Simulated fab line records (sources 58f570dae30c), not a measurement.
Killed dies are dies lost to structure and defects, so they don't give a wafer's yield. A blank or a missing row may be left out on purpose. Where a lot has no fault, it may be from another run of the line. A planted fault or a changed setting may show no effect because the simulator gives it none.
Which tool was responsible?	flow berkeleyCmos170	14 lots, 42 wafers sampled, at 3 steps of a route of 331

## WHAT THE GAUGES READ, wafer by wafer
UCB170_V1_CD_MEAS_12 targets a cd of 700 nm.
lot	measured	on	cdNm (nm)
L658	day 7 15:19	cdSem-02	697.7 697.7 696.9
L660	day 8 00:07	cdSem-01	699.7 700.1 698.8
L661	day 8 20:55	cdSem-01	699.4 699.3 699.8
L662	day 9 09:32	cdSem-01	699.8 700.9 701.3
L663	day 9 03:03	cdSem-02	696.8 697.4 697.4
L664	day 9 09:04	cdSem-02	697.5 695.8 696.2
L665	day 9 08:51	cdSem-01	697.9 698.4 697.4
L667	day 9 09:18	cdSem-02	697.8 696.2 697.9
L668	day 9 23:24	cdSem-01	700.7 699.4 700.0
L669	day 10 05:53	cdSem-02	700.0 700.0 700.8
L672	day 11 05:47	cdSem-01	701.0 701.1 700.5
L671	day 11 05:59	cdSem-01	697.3 698.1 698.2
L676	day 11 22:19	cdSem-02	700.3 701.1 700.5
L678	day 12 04:41	cdSem-01	699.4 698.7 699.9

## EACH LOT AND THE TOOL THAT RAN IT (in order: tool; ch and the chambers of the sampled wafers; start)
lot	UCB170_ZERO_ETCH_06	UCB170_NLDD_STRIP_10
L658	rieDiel-02 ch 0,1,2, day 2 02:31	plasmaAsher-01 ch 0, day 6 11:19
L660	rieDiel-03 ch 1,2, day 2 14:14	plasmaAsher-02 ch 0, day 6 21:57
L661	rieDiel-04 ch 2,3, day 2 18:53	plasmaAsher-01 ch 1, day 7 16:04
L662	rieDiel-03 ch 0,2, day 3 02:33	plasmaAsher-01 ch 0,1, day 8 05:31
L663	rieDiel-03 ch 0,1,3, day 3 06:14	plasmaAsher-02 ch 0,1, day 7 22:18
L664	rieDiel-02 ch 0,2,3, day 3 11:11	plasmaAsher-02 ch 0,1, day 8 05:53
L665	rieDiel-02 ch 0,1,2, day 3 20:56	plasmaAsher-04 ch 0,1, day 8 05:46
L667	rieDiel-04 ch 1,2,3, day 4 00:51	plasmaAsher-02 ch 0, day 8 05:14
L668	rieDiel-02 ch 2,3, day 4 05:34	plasmaAsher-02 ch 0,1, day 8 21:38
L669	rieDiel-03 ch 0,1, day 4 12:20	plasmaAsher-04 ch 1, day 9 03:44
L672	rieDiel-03 ch 1,2,3, day 5 01:56	plasmaAsher-02 ch 0,1, day 10 01:32
L671	rieDiel-04 ch 0,3, day 5 02:13	plasmaAsher-01 ch 0,1, day 10 01:07
L676	rieDiel-03 ch 0,1,3, day 5 23:26	plasmaAsher-04 ch 0,1, day 10 19:08
L678	rieDiel-02 ch 0,2,3, day 6 10:07	plasmaAsher-04 ch 0,1, day 11 03:34
- UCB170_ZERO_ETCH_06: etches SiO2 in CHF3/CF4/Ar, time 12 s.
- UCB170_NLDD_STRIP_10: strips in O2.

## WHAT THE TOOLS THEMSELVES READ (means of the sampled wafers that have a number; where no wafer has one, the mark that the record gives instead)
UCB170_ZERO_ETCH_06.
lot	tool	chamberPressureMTorr (mTorr)	drypumpMotorCurrentA (A)	oesProductAu (a.u.)	throttleValvePct (%)
L658	rieDiel-02	100.05	5.8	0.623	9.13
L660	rieDiel-03	100.04	5.5	0.622	9.11
L661	rieDiel-04	100.05	5.7	0.620	9.37
L662	rieDiel-03	99.96	5.5	0.618	9.24
L663	rieDiel-03	100.02	6.0	0.621	9.09
L664	rieDiel-02	100.00	5.8	0.614	9.30
L665	rieDiel-02	100.02	5.7	0.619	9.14
L667	rieDiel-04	100.01	5.7	0.621	9.28
L668	rieDiel-02	99.98	5.6	0.622	9.47
L669	rieDiel-03	100.00	5.7	0.629	9.12
L672	rieDiel-03	100.04	5.7	0.740	9.09
L671	rieDiel-04	99.91	6.3	0.620	9.28
L676	rieDiel-03	100.05	6.0	0.747	9.10
L678	rieDiel-02	100.03	5.9	0.620	9.29

UCB170_NLDD_STRIP_10.
lot	tool	chamberPressureMTorr (mTorr)	drypumpMotorCurrentA (A)	oesProductAu (a.u.)	stripTimeToEndpointS (s)
L658	plasmaAsher-01	3499	6.1	0.736	21.71
L660	plasmaAsher-02	3496	6.4	0.734	21.67
L661	plasmaAsher-01	3497	5.8	0.736	21.72
L662	plasmaAsher-01	3497	5.9	0.736	21.67
L663	plasmaAsher-02	3501	5.8	0.732	21.61
L664	plasmaAsher-02	3499	5.9	0.736	21.65
L665	plasmaAsher-04	3502	5.3	0.736	21.66
L667	plasmaAsher-02	3503	6.4	0.732	21.62
L668	plasmaAsher-02	3497	5.3	0.730	21.66
L669	plasmaAsher-04	3500	5.5	0.735	21.55
L672	plasmaAsher-02	3501	5.8	0.738	21.66
L671	plasmaAsher-01	3500	5.9	0.734	21.65
L676	plasmaAsher-04	3498	5.1	0.735	21.72
L678	plasmaAsher-04	3501	5.2	0.733	21.67

## THE ANSWER, worked out from the rows above alone
Rule: what is usual is taken from the lots themselves. Put in order of their means at a reading, lots are off if they are a third of the lots or fewer, leave a main group of 4 or more, and stand apart from it by a gap of 3 or more times the standard deviation of the main group's means; of several such gaps the widest counts. A main group is skipped when, at the precision printed for the reading in the tables above, its means are all equal. A lot without any number at a reading at which 4 lots or more have one is off too. Where the step has rows for the other lots, those lots are counted as sound. After the gauges, taken in route order, come the tools' own readings; for these a lot's mean is taken, as printed above. At the first step where some lot is off, the reading lying furthest off is the one used; lots without a number count as furthest.
Off: L672, L676 (UCB170_ZERO_ETCH_06, oesProductAu). For the main group the mean is 0.621 a.u. and the standard deviation 0.0033.
A tool fits if, at that step or a process step before it, it ran every lot that is off, and no sound lot after the first of them. One fits: UCB170_ZERO_ETCH_06 on rieDiel-03. Its last sound lot is L669 (day 4 12:20), its first lot that is off L672 (day 5 01:56): a fault that began between those two fits.
The tool's own readings at UCB170_ZERO_ETCH_06 bear it out: on the lots that are off they differ by more than 5 times the standard deviation of the sound lots' means. oesProductAu reads 0.744 a.u. there against 0.621 a.u. on the sound lots.

## WHAT THE SIMULATOR HAD INSERTED
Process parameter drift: rieDiel-03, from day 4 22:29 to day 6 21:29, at UCB170_ZERO_ETCH_06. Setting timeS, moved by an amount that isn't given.
Shown lots that were struck: L672, L676. The rule above found the same.
